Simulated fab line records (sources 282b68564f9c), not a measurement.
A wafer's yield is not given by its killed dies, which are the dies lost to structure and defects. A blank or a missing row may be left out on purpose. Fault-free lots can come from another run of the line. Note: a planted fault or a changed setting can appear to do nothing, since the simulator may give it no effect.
fab line records    flow ritCmos
record: lots: 6  wafers: 18  lastDay: 7
route steps=202 shown SPACER@127 NSD@131 PSD@142 SDANNEAL@153
lots that met no fault: from a run of the same line without faults
startH: hours from the record's first day to the start of the lot's first wafer shown    waitH: hours elapsed since this lot's preceding step    " unchanged from the row above    L1.1+2: a single row standing in for several wafers    - no value present, or no start provided    * or withheld: withheld    < > ~ a bound
route shown NAME@n: a module of which the file shows steps, and the number in the route of the first    usual: mean and standard deviation over wafers with no fault    same: alike in all rows    chamber/n: place in a boat    sites: the reading at each site    _std_site: the values' standard deviation    _edge_site: outer sites' mean less inner sites'    radiusMm: how far each site lies from the wafer's centre    mask NAME#n: copy n    behind: the tool/chamber that last shaped the wafer    hold: cause of the lot's hold/its duration in hours/its outcome    device: the transistor (n, p or np) that didn't switch    end of line: the tests these same wafers got at the end of their route    for a step that has no rows: nothing shown but its recipe    killed: at the first sort, the dies lost to defects and structure; wafer yield is something else    map: a wafer's dies, x killed, . not, _ none there
set.NAME: the run value of the setting; set.NAME@STEP: its run value at that earlier step    model.NAME: the simulator's own value behind a step, which no gauge read
lots at selected steps of the route; one table per step, one row per wafer
services: a tool's chamber out of use, with start hour (startH, from the record's first day; less than 0 if before it), hours out, and reason
== steps ==
step: RIT_SPACER_CLEAN_02
recipe: chemistry: SC2  mix: 3:3:50  timeS: 600  tempC: 75  dry: n2Spin
step: RIT_SPACER_CVD_03
recipe: material: Si3N4  targetThkNm: 250  tempC: 810  precursor: SiH2Cl2/NH3  timeS: 3300  pressureMtorr: 300  sih2cl2FlowSccm: 60  nh3FlowSccm: 150
step: RIT_SPACER_THK_MEAS_04
recipe: reads: Si3N4_of_SPACER_CVD_03
usual: SPACER_NITRIDE_THK: 250.7/2.4
lot.wafer  tool          chamber  startH  waitH  SPACER_NITRIDE_THK[nm]
L271.2     filmMetro-03  -        62.19   0.0    247.4
L271.4     "             -        "       "      247.7
L271.5     "             -        "       "      249.7
L274.1     filmMetro-02  -        82.02   0.0    251.2
L274.2     "             -        "       "      250.6
L274.3     "             -        "       "      248.0
L277.2     filmMetro-04  -        99.53   0.0    249.2
L277.3     "             -        "       "      249.6
L277.6     "             -        "       "      248.9
L278.2     filmMetro-03  -        102.27  0.0    251.4
L278.3     "             -        "       "      250.8
L278.5     "             -        "       "      251.7
L286.1     filmMetro-03  -        137.10  0.0    246.8
L286.3     "             -        "       "      247.8
L286.5     "             -        "       "      246.6
L291.2     filmMetro-04  -        165.28  0.0    253.4
L291.3     "             -        "       "      251.8
L291.4     "             -        "       "      252.3
step: RIT_SPACER_ETCHBACK_05
recipe: targetDepthA: 2500  SF6_flow_sccm: 30  CHF3_flow_sccm: 30  target: Si3N4  chemistry: SF6/CHF3  pressureMtorr: 40  rfW: 250  timeS: 240  stopOn: SiO2
usual: CHF3_flow_sccm: 29.99/0.095  drypumpMotorCurrentA: 5.8/0.35  oesProductAu: 0.847/0.013  throttleValvePct: 10.31/0.16
lot.wafer  tool        chamber  startH  waitH  CHF3_flow_sccm  drypumpMotorCurrentA  oesProductAu  rfHoursCounterH  throttleValvePct
L271.2     rieDiel-03  2        62.24   0.0    30.10           6.0                   0.835         62               10.29
L271.4     "           3        "       "      29.95           5.4                   0.853         70               10.26
L271.5     "           1        "       "      29.93           5.3                   0.837         -                10.39
L274.1     rieDiel-03  3        82.08   0.1    30.10           5.4                   0.856         70               10.26
L274.2     "           0        "       "      29.93           5.7                   0.857         88               10.56
L274.3     "           2        "       "      30.07           5.9                   0.844         63               10.26
L277.2     rieDiel-04  2        99.58   0.0    29.93           5.3                   0.843         44               10.08
L277.3     "           0        "       "      30.06           5.8                   0.845         150              10.00
L277.6     "           3        "       "      29.95           5.3                   0.850         -                10.40
L278.2     rieDiel-02  3        102.32  0.0    29.95           6.2                   0.842         4                10.33
L278.3     "           2        "       "      29.99           5.4                   0.849         125              10.18
L278.5     "           3        "       "      29.99           6.2                   0.846         -                10.33
L286.1     rieDiel-03  0        137.16  0.1    29.95           5.7                   0.851         89               10.56
L286.3     "           3        "       "      30.06           5.4                   0.848         71               10.26
L286.5     "           3        "       "      29.93           5.4                   0.849         -                10.26
L291.2     rieDiel-03  0        165.33  0.0    29.94           5.7                   0.866         90               10.58
L291.3     "           3        "       "      30.06           5.4                   0.879         72               10.26
L291.4     "           1        "       "      29.98           5.3                   0.841         140              10.39
step: RIT_NSD_HMDS_00
recipe: primeTimeS: 60  primeTempC: 140
step: RIT_NSD_COAT_01
recipe: resist: NOVOLAK  spinRpm: 3250  resistThkNm: 1000
step: RIT_NSD_SOFTBAKE_02
recipe: resist: NOVOLAK  tempC: 90  timeS: 60
step: RIT_NSD_EXPOSE_03
recipe: maskId: M9  na: 0.57  targetCdNm: 40700  doseMj: 250
step: RIT_NSD_PEB_04
recipe: resist: NOVOLAK  tempC: withheld  timeS: withheld
step: RIT_NSD_DEVELOP_05
recipe: resist: NOVOLAK  developTimeS: 50  devTempC: 23
step: RIT_NSD_OVL_MEAS_06
usual: NSD_OVL: -1.0/1.4
lot.wafer  tool        chamber  startH  waitH  NSD_OVL[nm]
L271.2     overlay-02  -        63.37   -      0.4
L271.4     "           -        "       "      0.3
L271.5     "           -        "       "      -0.5
L274.1     overlay-01  -        83.45   -      -3.5
L274.2     "           -        "       "      -2.7
L274.3     "           -        "       "      -3.5
L277.2     overlay-01  -        100.59  -      -2.0
L277.3     "           -        "       "      -1.4
L277.6     "           -        "       "      -1.6
L278.2     overlay-01  -        103.32  -      -1.7
L278.3     "           -        "       "      -1.1
L278.5     "           -        "       "      -1.4
L286.1     overlay-01  -        138.29  -      -0.5
L286.3     "           -        "       "      -2.0
L286.5     "           -        "       "      -0.2
L291.2     overlay-02  -        166.33  -      0.4
L291.3     "           -        "       "      0.8
L291.4     "           -        "       "      -1.4
step: RIT_NSD_HARDBAKE_07
recipe: resist: NOVOLAK  tempC: 140  timeS: 60
step: RIT_NSD_IMPLANT_08
recipe: species: P  energyKev: 25  doseCm2: 9.768e+14  tiltDeg: 7
usual: beamEnergyKeV: 25.001/0.0077  beamOnS: 10.00/0.2
lot.wafer  tool          chamber  startH  waitH  beamEnergyKeV  beamOnS
L271.2     implanter-02  0        63.57   0.1    24.998         10.04
L271.4     "             0        "       "      24.995         10.24
L271.5     "             0        "       "      24.999         10.29
L274.1     implanter-02  0        83.64   0.1    25.000         9.96
L274.2     "             0        "       "      25.000         10.00
L274.3     "             0        "       "      24.997         10.30
L277.2     implanter-04  -        100.79  0.1    -              -
L277.3     "             -        "       "      -              -
L277.6     "             -        "       "      -              -
L278.2     implanter-02  -        103.53  0.1    -              -
L278.3     "             -        "       "      -              -
L278.5     "             -        "       "      -              -
L286.1     implanter-03  0        138.47  0.1    25.001         9.95
L286.3     "             0        "       "      24.990         10.17
L286.5     "             0        "       "      24.988         10.02
L291.2     implanter-03  0        166.54  0.1    25.001         9.81
L291.3     "             0        "       "      24.995         9.98
L291.4     "             0        "       "      25.005         10.07
step: RIT_NSD_STRIP_09
recipe: chemistry: O2  timeS: 180  resist: NOVOLAK  platenTempC: withheld  powerW: 500  pressureMtorr: 4000  o2FlowSccm: 4000
usual: drypumpMotorCurrentA: 5.50/0.23
lot.wafer  tool            chamber  startH  waitH  drypumpMotorCurrentA  rfHoursCounterH
L271.2     plasmaAsher-04  1        63.70   0.1    5.41                  43
L271.4     "               1        "       "      5.42                  -
L271.5     "               1        "       "      5.41                  -
L274.1     plasmaAsher-02  1        83.79   0.1    5.37                  29
L274.2     "               0        "       "      5.43                  29
L274.3     "               1        "       "      5.36                  -
L277.2     plasmaAsher-02  1        100.92  0.1    5.39                  31
L277.3     "               1        "       "      5.39                  -
L277.6     "               1        "       "      5.40                  -
L278.2     plasmaAsher-02  1        103.65  0.1    5.38                  31
L278.3     "               0        "       "      5.46                  -
L278.5     "               0        "       "      5.45                  -
L286.1     plasmaAsher-02  0        138.62  0.1    5.42                  36
L286.3     "               1        "       "      5.36                  -
L286.5     "               1        "       "      5.36                  -
L291.2     plasmaAsher-01  1        166.66  0.1    6.26                  4
L291.3     "               0        "       "      6.22                  -
L291.4     "               1        "       "      6.25                  -
step: RIT_NSD_TW_MEAS_10
usual: NSD_TW: 3134/39
lot.wafer  tool          chamber  startH  waitH  NSD_TW
L271.2     filmMetro-03  -        63.88   0.1    3183
L271.4     "             -        "       "      3173
L271.5     "             -        "       "      3177
L274.1     filmMetro-02  -        83.96   0.1    3088
L274.2     "             -        "       "      3114
L274.3     "             -        "       "      3090
L277.2     filmMetro-03  -        101.10  0.1    31
L277.3     "             -        "       "      31
L277.6     "             -        "       "      31
L278.2     filmMetro-01  -        103.84  0.1    30
L278.3     "             -        "       "      30
L278.5     "             -        "       "      30
L286.1     filmMetro-02  -        138.80  0.1    3110
L286.3     "             -        "       "      3104
L286.5     "             -        "       "      3105
L291.2     filmMetro-02  -        166.85  0.1    3112
L291.3     "             -        "       "      3107
L291.4     "             -        "       "      3101
step: RIT_PSD_HMDS_00
recipe: primeTimeS: 60  primeTempC: 140
step: RIT_PSD_COAT_01
recipe: resist: NOVOLAK  spinRpm: 3250  resistThkNm: 1000
step: RIT_PSD_SOFTBAKE_02
recipe: resist: NOVOLAK  tempC: 90  timeS: 60
step: RIT_PSD_EXPOSE_03
recipe: maskId: M10  na: 0.57  targetCdNm: 40900  doseMj: 250
step: RIT_PSD_PEB_04
recipe: resist: NOVOLAK  tempC: withheld  timeS: withheld
step: RIT_PSD_DEVELOP_05
recipe: resist: NOVOLAK  developTimeS: 50  devTempC: 23
step: RIT_PSD_OVL_MEAS_06
usual: PSD_OVL: -0.5/1.6
lot.wafer  tool        chamber  startH  waitH  PSD_OVL[nm]
L271.2     overlay-02  -        64.91   -      -1.6
L271.4     "           -        "       "      -0.5
L271.5     "           -        "       "      -0.2
L274.1     overlay-01  -        85.00   -      -1.5
L274.2     "           -        "       "      -1.8
L274.3     "           -        "       "      -1.5
L277.2     overlay-01  -        102.02  -      -1.5
L277.3     "           -        "       "      -4.6
L277.6     "           -        "       "      -3.1
L278.2     overlay-02  -        104.85  -      0.7
L278.3     "           -        "       "      1.3
L278.5     "           -        "       "      1.7
L286.1     overlay-02  -        139.83  -      -0.3
L286.3     "           -        "       "      1.1
L286.5     "           -        "       "      -0.1
L291.2     overlay-01  -        167.88  -      1.1
L291.3     "           -        "       "      0.2
L291.4     "           -        "       "      0.7
step: RIT_PSD_HARDBAKE_07
recipe: resist: NOVOLAK  tempC: 140  timeS: 60
step: RIT_PSD_IMPLANT_08
recipe: species: BF2  energyKev: 27  doseCm2: 5.117e+15  tiltDeg: 7
step: RIT_PSD_STRIP_09
recipe: chemistry: O2  timeS: 180  resist: NOVOLAK  platenTempC: withheld  powerW: 500  pressureMtorr: 4000  o2FlowSccm: 4000
usual: drypumpMotorCurrentA: 5.51/0.22
lot.wafer  tool            chamber  startH  waitH  drypumpMotorCurrentA  rfHoursCounterH
L271.2     plasmaAsher-04  1        65.24   0.1    5.42                  43
L271.4     "               0        "       "      5.54                  -
L271.5     "               0        "       "      5.53                  -
L274.1     plasmaAsher-02  0        85.33   0.1    5.47                  29
L274.2     "               1        "       "      5.39                  29
L274.3     "               1        "       "      5.38                  -
L277.2     plasmaAsher-04  1        102.36  0.1    5.43                  47
L277.3     "               0        "       "      5.52                  -
L277.6     "               1        "       "      5.42                  -
L278.2     plasmaAsher-02  1        105.18  0.1    5.38                  31
L278.3     "               1        "       "      5.38                  -
L278.5     "               1        "       "      5.39                  -
L286.1     plasmaAsher-02  0        140.17  0.1    5.44                  36
L286.3     "               1        "       "      5.39                  -
L286.5     "               1        "       "      5.38                  -
L291.2     plasmaAsher-04  0        168.21  0.1    5.54                  55
L291.3     "               0        "       "      5.54                  -
L291.4     "               1        "       "      5.41                  -
step: RIT_PSD_TW_MEAS_10
usual: PSD_TW: 3456/45
lot.wafer  tool          chamber  startH  waitH  PSD_TW
L271.2     filmMetro-03  -        65.43   0.1    3529
L271.4     "             -        "       "      3524
L271.5     "             -        "       "      3508
L274.1     filmMetro-01  -        85.51   0.1    3379
L274.2     "             -        "       "      3385
L274.3     "             -        "       "      3405
L277.2     filmMetro-01  -        102.54  0.1    3441
L277.3     "             -        "       "      3419
L277.6     "             -        "       "      3428
L278.2     filmMetro-02  -        105.37  0.1    3417
L278.3     "             -        "       "      3419
L278.5     "             -        "       "      3436
L286.1     filmMetro-02  -        140.34  0.1    3426
L286.3     "             -        "       "      3416
L286.5     "             -        "       "      3440
L291.2     filmMetro-02  -        168.39  0.1    3414
L291.3     "             -        "       "      3416
L291.4     "             -        "       "      3396
step: RIT_SDANNEAL_CLEAN_00
recipe: chemistry: SC1  mix: 3:3:50  timeS: 600  tempC: 75
step: RIT_SDANNEAL_CLEAN_01
recipe: chemistry: dHF  dilution: 50:1  timeS: 30
step: RIT_SDANNEAL_CLEAN_02
recipe: chemistry: SC2  mix: 3:3:50  timeS: 600  tempC: 75  dry: n2Spin
step: RIT_SDANNEAL_RTA_03
recipe: tempC: 1050  timeS: 5  idleTempC: 600  rampUpCPerS: 342  rampDownCPerS: 171  coolToC: 600  ambient: N2
usual: wafer_temp_C_max: 1053.7/1.2
lot.wafer  tool          chamber  startH  waitH  wafer_temp_C_max
L271.2     rtpAnneal-01  0        66.03   0.0    1053.1
L271.4     "             0        "       "      1052.8
L271.5     "             0        "       "      1054.8
L274.1     rtpAnneal-02  0        85.96   0.0    1053.9
L274.2     "             0        "       "      1053.4
L274.3     "             0        "       "      1053.8
L277.2     rtpAnneal-01  0        102.98  0.0    1051.6
L277.3     "             0        "       "      1052.7
L277.6     "             0        "       "      1053.6
L278.2     rtpAnneal-02  0        105.80  0.0    1053.8
L278.3     "             0        "       "      1054.2
L278.5     "             0        "       "      1053.7
L286.1     rtpAnneal-02  0        140.77  0.0    1053.6
L286.3     "             0        "       "      1055.1
L286.5     "             0        "       "      1055.6
L291.2     rtpAnneal-01  0        168.82  0.0    1052.9
L291.3     "             0        "       "      1054.6
L291.4     "             0        "       "      1052.7
step: RIT_SDANNEAL_RS_MEAS_04
recipe: thkMeasGauge: four-point-probe
usual: PSD_RS: 115.55/0.27
lot.wafer  tool          chamber  startH  waitH  PSD_RS[ohm/sq]
L271.2     filmMetro-01  -        66.10   0.1    115.68
L271.4     "             -        "       "      115.60
L271.5     "             -        "       "      115.56
L274.1     filmMetro-03  -        86.02   0.0    115.40
L274.2     "             -        "       "      115.13
L274.3     "             -        "       "      115.32
L277.2     filmMetro-01  -        103.05  0.1    115.64
L277.3     "             -        "       "      115.55
L277.6     "             -        "       "      115.84
L278.2     filmMetro-01  -        105.86  0.1    115.38
L278.3     "             -        "       "      115.40
L278.5     "             -        "       "      115.38
L286.1     filmMetro-01  -        140.83  0.0    115.77
L286.3     "             -        "       "      115.61
L286.5     "             -        "       "      115.81
L291.2     filmMetro-01  -        168.89  0.1    115.58
L291.3     "             -        "       "      115.59
L291.4     "             -        "       "      115.84
step: RIT_SDANNEAL_RS_MEAS_05
recipe: thkMeasGauge: four-point-probe
usual: NSD_RS: 86.0/0.32
lot.wafer  tool          chamber  startH  waitH  NSD_RS[ohm/sq]
L271.2     filmMetro-01  -        66.22   0.1    85.8
L271.4     "             -        "       "      85.8
L271.5     "             -        "       "      86.2
L274.1     filmMetro-03  -        86.14   0.1    85.8
L274.2     "             -        "       "      86.0
L274.3     "             -        "       "      86.2
L277.2     filmMetro-01  -        103.17  0.1    133.3
L277.3     "             -        "       "      133.1
L277.6     "             -        "       "      133.0
L278.2     filmMetro-01  -        105.98  0.1    133.0
L278.3     "             -        "       "      133.0
L278.5     "             -        "       "      133.1
L286.1     filmMetro-01  -        140.95  0.1    86.3
L286.3     "             -        "       "      86.1
L286.5     "             -        "       "      85.9
L291.2     filmMetro-01  -        169.01  0.1    86.4
L291.3     "             -        "       "      86.5
L291.4     "             -        "       "      86.6
== services ==
tool            chamber  startH  hours  kind
implanter-03    -        38.84   0.5    repair
plasmaAsher-04  -        45.41   3.7    repair
plasmaAsher-02  -        67.41   14.6   pm
rieDiel-02      2        70.58   8.1    repair
rieDiel-04      0        80.98   5.6    repair
rieDiel-03      2        82.30   8.4    repair
rieDiel-04      3        87.23   8.6    repair
plasmaAsher-01  -        89.01   4.5    repair
rieDiel-02      1        90.79   -      clean
rieDiel-02      1        90.79   15.4   scheduledDown
rieDiel-02      1        90.79   15.4   ventCycle
rieDiel-04      -        97.12   0.2    repair
implanter-04    -        98.97   1.2    repair
rieDiel-02      0        108.87  -      clean
rieDiel-02      0        108.87  29.4   scheduledDown
rieDiel-02      0        108.87  29.4   ventCycle
plasmaAsher-01  -        108.92  9.0    pm
plasmaAsher-01  -        121.35  15.5   repair
rieDiel-02      1        123.64  10.8   repair
rieDiel-04      2        131.38  8.2    repair
plasmaAsher-04  -        136.70  1.5    repair
implanter-02    -        156.44  3.9    pm
plasmaAsher-02  -        165.29  4.3    pm
plasmaAsher-01  -        167.20  1.8    repair
== key ==
firstSign: step: RIT_NSD_IMPLANT_08  reading: toolRecord  direction: missing
effect: step: RIT_NSD_TW_MEAS_10  reading: NSD_TW  direction: down  sigmas: 80  usual: 3134  struck: 30
effect: step: RIT_SDANNEAL_RS_MEAS_05  reading: NSD_RS  direction: up  sigmas: 99+  usual: 86.0  struck: 133.1
metAt RIT_NSD_IMPLANT_08
struckWafers L277.2,L277.3,L277.6,L278.2,L278.3,L278.5
laterRowsLeftOut L277.2,L277.3,L277.6,L278.2,L278.3,L278.5
sortLeftOut L277.2,L277.3,L277.6,L278.2,L278.3,L278.5
testerLeftOut L277,L278
onsetBetween 83.64 100.79
fault: kind: skippedStepWhole  tool: implanter-02,implanter-04  chamber: -  onsetH: 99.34  steps: RIT_NSD_IMPLANT_08  scope: struckLotsOnly
testerLeftOut: of these lots the tester's yield and bins aren't shown, on N5 and GAA mostly nor the transistor test; their killed dies are dies lost to structure and defects alone, not to doping, threshold or leakage, so they don't give the yield
sortLeftOut: the simulated sort isn't trusted on such a fault, so these wafers' sort isn't shown, and their yield isn't known
laterRowsLeftOut: the simulator's readings of these wafers behind a module that went badly wrong aren't trusted and aren't shown, but for the sort
